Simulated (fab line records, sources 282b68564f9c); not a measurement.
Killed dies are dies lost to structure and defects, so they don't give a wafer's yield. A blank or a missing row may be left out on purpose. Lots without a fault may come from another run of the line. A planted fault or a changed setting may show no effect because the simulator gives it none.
Split-lot experiment | flow rit_cmos | 5 lots, 23 wafers read, on a route of 202 steps

THE SPLIT
At RIT_NSD_IMPLANT_08, the setting energy_kev was moved away from the recipe's 25 on 6 of the 23 wafers read, by -1.7% to +5.9%. The other wafers ran this setting at the recipe's value.

The reading is taken at the split's own step.

THE READING
implant.drp_nm (the simulator's own value, which no gauge read), in nm, at RIT_NSD_IMPLANT_08. The file gives no usual value for it.

wafer  | tool, chamber at the split | energy_kev as run | against the recipe | implant.drp_nm, nm | against lot-mates on the recipe
L074.1 | implanter-03, 0            | 25                | recipe             | 14.84              | -
L074.2 | implanter-03, 0            | 25                | recipe             | 14.84              | -
L074.4 | implanter-03, 0            | 25                | recipe             | 14.84              | -
L074.5 | implanter-03, 0            | 25                | recipe             | 14.84              | -
L074.6 | implanter-03, 0            | 25                | recipe             | 14.84              | -
L077.2 | implanter-02, 0            | 25                | recipe             | 14.84              | -
L077.4 | implanter-02, 0            | 25                | recipe             | 14.84              | -
L077.5 | implanter-02, 0            | 25                | recipe             | 14.84              | -
L079.1 | implanter-01, 0            | 24.57             | -1.7%              | 14.68              | -0.16
L079.5 | implanter-01, 0            | 24.57             | -1.7%              | 14.68              | -0.16
L079.6 | implanter-01, 0            | 24.57             | -1.7%              | 14.68              | -0.16
L079.3 | implanter-01, 0            | 25                | recipe             | 14.84              | -
L079.4 | implanter-01, 0            | 25                | recipe             | 14.84              | -
L081.1 | implanter-01, 0            | 25                | recipe             | 14.84              | -
L081.2 | implanter-01, 0            | 25                | recipe             | 14.84              | -
L081.3 | implanter-01, 0            | 25                | recipe             | 14.84              | -
L081.4 | implanter-01, 0            | 25                | recipe             | 14.84              | -
L081.6 | implanter-01, 0            | 25                | recipe             | 14.84              | -
L080.1 | implanter-02, 0            | 26.48             | +5.9%              | 15.36              | +0.52
L080.4 | implanter-02, 0            | 26.48             | +5.9%              | 15.36              | +0.52
L080.5 | implanter-02, 0            | 26.48             | +5.9%              | 15.36              | +0.52
L080.2 | implanter-02, 0            | 25                | recipe             | 14.84              | -
L080.3 | implanter-02, 0            | 25                | recipe             | 14.84              | -

THE FIT
A straight line over all 23 wafers: implant.drp_nm changes by +0.0884 nm for each +1% of energy_kev; r = +1.00; the points scatter about the line by 0.0029 nm.
The same after taking each lot's own level away (the mean of its wafers on the recipe; 23 wafers): +0.0884 nm for each +1%; r = +1.00; scatter 0.0029 nm.
On that fit, the largest move of energy_kev shifts the reading by 0.52 nm.
The lots' own levels span 14.840 to 14.840 nm.
So the lot-to-lot level changes the slope little: the two slopes agree.
Check: with one of the wafers moved furthest among these (+5.9%) left out of the fit, the line predicts +0.523 nm for it against its lot-mates. It came out at +0.52 nm against them.

OTHER SPLITS ON THESE WAFERS
These wafers also went through other splits before the reading. Each is held against what the fit with the lots' levels taken away leaves over:
other split on the same wafers   | wafers away from the commonest value | r with implant.drp_nm (lot level and that fit taken away)
RIT_FOX1_OXIDATION_00 temp_c     | 10                                   | -0.13
RIT_NWELL_COAT_01 resist_thk_nm  | 10                                   | -0.11
RIT_NWELL_SOFTBAKE_02 time_s     | 10                                   | -0.22
RIT_NRETRO_COAT_01 resist_thk_nm | 5                                    | -0.26
RIT_PRETRO_COAT_01 resist_thk_nm | 8                                    | -0.28
RIT_GATE_OXIDATION_05 ox_time_s  | 15                                   | +0.41
RIT_GATE_COAT_11 resist_thk_nm   | 5                                    | +0.00
RIT_NLDD_SOFTBAKE_02 temp_c      | 6                                    | -0.12
RIT_SPACER_CVD_03 temp_c         | 15                                   | -0.59

THE WHOLE CHAIN: every reading that the file lists as answering this split, in the file's order
step               | what it does | reading                                                         | change (the file's fit)                | r (the file's)
RIT_NSD_IMPLANT_08 |              | implant.rp_nm (the simulator's own value, which no gauge read)  | +0.212 nm for each +1% of the setting  | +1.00
RIT_NSD_IMPLANT_08 |              | implant.drp_nm (the simulator's own value, which no gauge read) | +0.0886 nm for each +1% of the setting | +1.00

THE FILE'S OWN FIT
implant.drp_nm changes by +0.0886 nm for each +1% of energy_kev, r = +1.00.
